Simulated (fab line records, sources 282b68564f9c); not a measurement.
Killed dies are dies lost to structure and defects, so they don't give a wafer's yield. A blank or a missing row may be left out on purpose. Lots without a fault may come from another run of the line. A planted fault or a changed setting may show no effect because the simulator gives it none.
fab line records | flow rit_cmos
record lots=14 wafers=42 last_day=7
route steps=202 shown NWELL@38 PWELL@47 PLDD@120 SILICIDE@164
lots that met no fault: from a run of the same line without faults
start_h: hours from the record's first day to the start of the lot's first wafer shown | wait_h: hours since the lot's step before | " the same as in the row above | L1.1+2: a row that stands for several wafers | - no value, or no start given | * or withheld: withheld | < > ~ a bound
route shown NAME@n: a module of which the file shows steps, and the number in the route of the first | usual: mean/standard deviation of fault-free wafers | same: alike in all rows | chamber/n: place in a boat | sites: the reading at each site | _std_site: their standard deviation | _edge_site: outer sites' mean less inner sites' | radius_mm: how far each site lies from the wafer's centre | mask NAME#n: copy n | behind: the tool/chamber that last shaped the wafer | hold: why the lot was held/for how many hours/how that ended | device: the transistor (n, p or np) that didn't switch | end of line: the same wafers' tests at the end of the route | a step without rows: its recipe alone | killed: dies lost to structure and defects at the first sort, not the wafer's yield | map: a wafer's dies, x killed, . not, _ none there
set.NAME: the setting as run; set.NAME@STEP: as run at that earlier step | model.NAME: the simulator's own value behind a step, which no gauge read
steps of the route over a sample of lots; a table a step, a row a wafer
services: from which hour (start_h, from the record's first day; less than 0 if before it) a tool's chamber was out of use, for how many hours, and why
## steps
# step RIT_NWELL_TW_MEAS_10
# usual NWELL_TW=2133/16
# columns lot.wafer tool chamber start_h wait_h NWELL_TW
L890.2 film_metro-03 - 23.15 0.1 2120
L890.4 " - " " 2121
L890.6 " - " " 2121
L891.1 film_metro-01 - 27.63 0.1 2154
L891.4 " - " " 2156
L891.6 " - " " 2149
L894.1 film_metro-02 - 43.81 0.1 2124
L894.3 " - " " 2125
L894.5 " - " " 2110
L895.1 film_metro-02 - 52.14 0.1 2122
L895.2 " - " " 2122
L895.4 " - " " 2105
L896.2 film_metro-02 - 58.95 0.1 2107
L896.3 " - " " 2109
L896.5 " - " " 2135
L898.1 film_metro-01 - 67.13 0.1 2148
L898.2 " - " " 2158
L898.4 " - " " 2158
L899.1 film_metro-03 - 68.76 0.1 2136
L899.2 " - " " 2127
L899.4 " - " " 2136
L900.4 film_metro-03 - 72.33 0.1 2146
L900.5 " - " " 2139
L900.6 " - " " 2137
L901.1 film_metro-02 - 81.62 0.1 2119
L901.2 " - " " 2115
L901.4 " - " " 2119
L908.1 film_metro-02 - 112.28 0.1 2140
L908.3 " - " " 2133
L908.6 " - " " 2132
L909.1 film_metro-01 - 119.81 0.1 2157
L909.4 " - " " 2155
L909.6 " - " " 2160
L910.1 film_metro-02 - 123.65 0.1 2147
L910.3 " - " " 2135
L910.4 " - " " 2137
L911.1 film_metro-02 - 127.88 0.1 2131
L911.3 " - " " 2151
L911.5 " - " " 2133
L912.3 film_metro-02 - 132.72 0.1 2139
L912.4 " - " " 2125
L912.5 " - " " 2122
# step RIT_PWELL_IMPLANT_08
# recipe species=B energy_kev=170 dose_cm2=7e+13 tilt_deg=7
# usual beam_on_s=10.00/0.2 faraday_current_uA=222/4.4
# columns lot.wafer tool chamber start_h wait_h beam_on_s faraday_current_uA
L890.2 implanter-04 0 24.39 0.2 9.76 227
L890.4 " 0 " " 9.75 227
L890.6 " 0 " " 9.81 226
L891.1 implanter-03 0 29.07 0.2 10.21 218
L891.4 " 0 " " 9.74 228
L891.6 " 0 " " 9.88 225
L894.1 implanter-04 0 45.04 0.2 10.16 219
L894.3 " 0 " " 9.90 225
L894.5 " 0 " " 9.90 225
L895.1 implanter-04 0 53.37 0.2 9.90 224
L895.2 " 0 " " 10.04 222
L895.4 " 0 " " 10.22 217
L896.2 implanter-03 0 60.19 0.2 9.79 227
L896.3 " 0 " " 9.85 224
L896.5 " 0 " " 10.25 217
L898.1 implanter-03 0 68.45 0.2 9.54 231
L898.2 " 0 " " 10.24 217
L898.4 " 0 " " 9.91 226
L899.1 implanter-04 0 70.11 0.2 9.94 224
L899.2 " 0 " " 10.03 221
L899.4 " 0 " " 9.94 223
L900.4 implanter-04 0 73.60 0.2 9.87 224
L900.5 " 0 " " 10.02 222
L900.6 " 0 " " 10.17 219
L901.1 implanter-01 0 82.97 0.2 9.77 227
L901.2 " 0 " " 9.98 223
L901.4 " 0 " " 10.52 212
L908.1 implanter-03 0 113.63 0.2 9.59 231
L908.3 " 0 " " 10.34 214
L908.6 " 0 " " 9.92 223
L909.1 implanter-04 0 121.16 0.2 8.92 250
L909.4 " 0 " " 9.22 241
L909.6 " 0 " " 8.59 258
L910.1 implanter-04 0 125.02 0.2 8.94 248
L910.3 " 0 " " 8.82 251
L910.4 " 0 " " 8.87 250
L911.1 implanter-01 0 129.10 0.2 10.02 220
L911.3 " 0 " " 10.24 216
L911.5 " 0 " " 9.61 230
L912.3 implanter-03 0 133.98 0.2 9.77 227
L912.4 " 0 " " 10.21 217
L912.5 " 0 " " 10.08 219
# step RIT_PWELL_TW_MEAS_10
# usual PWELL_TW=950/7
# columns lot.wafer tool chamber start_h wait_h PWELL_TW
L890.2 film_metro-02 - 24.70 0.1 945
L890.4 " - " " 938
L890.6 " - " " 944
L891.1 film_metro-03 - 29.40 0.1 947
L891.4 " - " " 941
L891.6 " - " " 944
L894.1 film_metro-03 - 45.36 0.1 941
L894.3 " - " " 943
L894.5 " - " " 946
L895.1 film_metro-03 - 53.69 0.1 955
L895.2 " - " " 945
L895.4 " - " " 946
L896.2 film_metro-03 - 60.50 0.1 949
L896.3 " - " " 950
L896.5 " - " " 955
L898.1 film_metro-01 - 68.78 0.1 964
L898.2 " - " " 963
L898.4 " - " " 966
L899.1 film_metro-02 - 70.44 0.1 946
L899.2 " - " " 946
L899.4 " - " " 943
L900.4 film_metro-01 - 73.88 0.1 965
L900.5 " - " " 956
L900.6 " - " " 953
L901.1 film_metro-03 - 83.29 0.1 959
L901.2 " - " " 953
L901.4 " - " " 960
L908.1 film_metro-02 - 113.95 0.1 947
L908.3 " - " " 950
L908.6 " - " " 950
L909.1 film_metro-02 - 121.49 0.1 921
L909.4 " - " " 916
L909.6 " - " " 913
L910.1 film_metro-03 - 125.34 0.1 927
L910.3 " - " " 916
L910.4 " - " " 919
L911.1 film_metro-03 - 129.43 0.1 951
L911.3 " - " " 949
L911.5 " - " " 955
L912.3 film_metro-01 - 134.27 0.1 958
L912.4 " - " " 958
L912.5 " - " " 960
# step RIT_WELLDRIVE_RS_MEAS_02
# recipe thk_meas_gauge=four-point-probe
# usual PWELL_RS=430.1/1.1
# columns lot.wafer tool chamber start_h wait_h PWELL_RS[ohm/sq]
L890.2 film_metro-01 - 29.97 0.1 430.6
L890.4 " - " " 430.6
L890.6 " - " " 429.4
L891.1 film_metro-01 - 35.03 0.1 429.3
L891.4 " - " " 430.0
L891.6 " - " " 430.6
L894.1 film_metro-01 - 56.49 0.1 430.0
L894.3 " - " " 431.3
L894.5 " - " " 430.4
L895.1 film_metro-02 - 61.57 0.1 430.1
L895.2 " - " " 428.5
L895.4 " - " " 428.7
L896.2 film_metro-01 - 67.99 0.1 429.6
L896.3 " - " " 428.6
L896.5 " - " " 429.4
L898.1 film_metro-03 - 74.04 0.1 431.3
L898.2 " - " " 431.5
L898.4 " - " " 430.0
L899.1 film_metro-01 - 79.12 0.1 429.3
L899.2 " - " " 430.2
L899.4 " - " " 430.4
L900.4 film_metro-03 - 79.18 0.1 431.3
L900.5 " - " " 431.6
L900.6 " - " " 431.0
L901.1 film_metro-03 - 89.87 0.1 430.7
L901.2 " - " " 428.4
L901.4 " - " " 428.9
L908.1 film_metro-03 - 119.22 0.1 430.8
L908.3 " - " " 429.3
L908.6 " - " " 430.4
L909.1 film_metro-03 - 126.82 0.1 462.5
L909.4 " - " " 463.3
L909.6 " - " " 464.2
L910.1 film_metro-01 - 130.61 0.1 462.5
L910.3 " - " " 462.3
L910.4 " - " " 463.5
L911.1 film_metro-02 - 134.81 0.1 430.3
L911.3 " - " " 430.4
L911.5 " - " " 429.5
L912.3 film_metro-02 - 139.55 0.1 429.1
L912.4 " - " " 429.9
L912.5 " - " " 428.5
# step RIT_PLDD_OVL_MEAS_06
# usual PLDD_OVL=-0.2/1.6
# columns lot.wafer tool chamber start_h wait_h PLDD_OVL[nm]
L890.2 overlay-02 - 51.04 - -0.8
L890.4 " - " " -0.1
L890.6 " - " " 1.3
L891.1 overlay-01 - 51.30 - 1.0
L891.4 " - " " 1.3
L891.6 " - " " 1.7
L894.1 overlay-02 - 74.87 - 0.6
L894.3 " - " " -1.2
L894.5 " - " " -0.7
L895.1 overlay-01 - 80.84 - -1.7
L895.2 " - " " -1.2
L895.4 " - " " -1.6
L896.2 overlay-01 - 87.01 - -3.3
L896.3 " - " " -4.7
L896.5 " - " " -4.8
L898.1 overlay-02 - 89.62 - -0.3
L898.2 " - " " -1.7
L898.4 " - " " -2.5
L899.1 overlay-02 - 94.89 - 2.5
L899.2 " - " " 0.8
L899.4 " - " " -1.2
L900.4 overlay-02 - 99.04 - -1.3
L900.5 " - " " -1.1
L900.6 " - " " -1.4
L901.1 overlay-01 - 105.78 - -1.5
L901.2 " - " " -0.4
L901.4 " - " " -0.9
L908.1 overlay-01 - 134.39 - -1.7
L908.3 " - " " -1.3
L908.6 " - " " -2.0
L909.1 overlay-01 - 142.62 - -0.5
L909.4 " - " " -3.2
L909.6 " - " " -0.5
L910.1 overlay-01 - 148.62 - 2.9
L910.3 " - " " 2.0
L910.4 " - " " -0.3
L911.1 overlay-01 - 152.23 - 0.2
L911.3 " - " " -0.5
L911.5 " - " " 0.5
L912.3 overlay-01 - 161.96 - -0.1
L912.4 " - " " -1.3
L912.5 " - " " -1.2
# step RIT_SILICIDE_THK_MEAS_03
# recipe thk_meas_gauge=xrf reads=Ti_of_SILICIDE_SPUTTER_01
# usual SILICIDE_TI_THK=30.3/0.34
# columns lot.wafer tool chamber start_h wait_h SILICIDE_TI_THK[nm]
L890.2 film_metro-02 - 58.42 0.1 30.2
L890.4 " - " " 30.2
L890.6 " - " " 30.1
L891.1 film_metro-04 - 59.48 0.1 30.3
L891.4 " - " " 30.3
L891.6 " - " " 30.4
L894.1 film_metro-02 - 82.28 0.1 30.4
L894.3 " - " " 30.0
L894.5 " - " " 29.8
L895.1 film_metro-01 - 88.30 0.1 30.8
L895.2 " - " " 30.6
L895.4 " - " " 30.4
L896.2 film_metro-04 - 95.28 0.1 30.0
L896.3 " - " " 30.5
L896.5 " - " " 30.4
L898.1 film_metro-02 - 97.08 0.1 30.6
L898.2 " - " " 30.4
L898.4 " - " " 30.4
L899.1 film_metro-01 - 102.54 0.1 30.7
L899.2 " - " " 30.4
L899.4 " - " " 30.4
L900.4 film_metro-02 - 106.54 0.1 30.4
L900.5 " - " " 30.5
L900.6 " - " " 30.3
L901.1 film_metro-02 - 113.05 0.1 29.4
L901.2 " - " " 29.7
L901.4 " - " " 30.0
L908.1 film_metro-01 - 141.50 0.1 30.7
L908.3 " - " " 30.8
L908.6 " - " " 31.2
L909.1 film_metro-02 - 156.09 0.1 30.5
L909.4 " - " " 30.5
L909.6 " - " " 30.5
L910.1 film_metro-04 - 156.41 0.1 29.9
L910.3 " - " " 30.1
L910.4 " - " " 29.8
L911.1 film_metro-04 - 159.51 0.1 30.6
L911.3 " - " " 30.7
L911.5 " - " " 30.5
L912.3 film_metro-02 - 169.79 0.1 30.4
L912.4 " - " " 30.0
L912.5 " - " " 30.1
## services
# columns tool chamber start_h hours kind
implanter-03 - 23.99 4.8 pm
implanter-04 - 26.75 3.9 pm
implanter-01 - 28.80 3.3 pm
implanter-03 - 121.80 3.5 repair
## key
first_sign step=RIT_PWELL_IMPLANT_08 reading=faraday_current_uA direction=up sigmas=6.4 usual=222 struck=250
effect step=RIT_PWELL_IMPLANT_08 reading=beam_on_s direction=down sigmas=5.6 usual=10.00 struck=8.89
effect step=RIT_PWELL_TW_MEAS_10 reading=PWELL_TW direction=down sigmas=4.5 usual=950 struck=919
effect step=RIT_WELLDRIVE_RS_MEAS_02 reading=PWELL_RS direction=up sigmas=30 usual=430.1 struck=463.1
met_at RIT_PWELL_IMPLANT_08
struck_lots L909,L910
tester_left_out L909,L910
not_acting_at RIT_NWELL_TW_MEAS_10,RIT_PLDD_OVL_MEAS_06,RIT_SILICIDE_THK_MEAS_03
onset_between 73.60 121.16
fault kind=process_parameter_drift tool=implanter-04 chamber=- onset_h=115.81 steps=RIT_PWELL_IMPLANT_08 channel=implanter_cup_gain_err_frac offset=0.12 shape=step end_h=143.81
# tester_left_out: of these lots the tester's yield and bins aren't shown, on N5 and GAA mostly nor the transistor test; their killed dies are dies lost to structure and defects alone, not to doping, threshold or leakage, so they don't give the yield
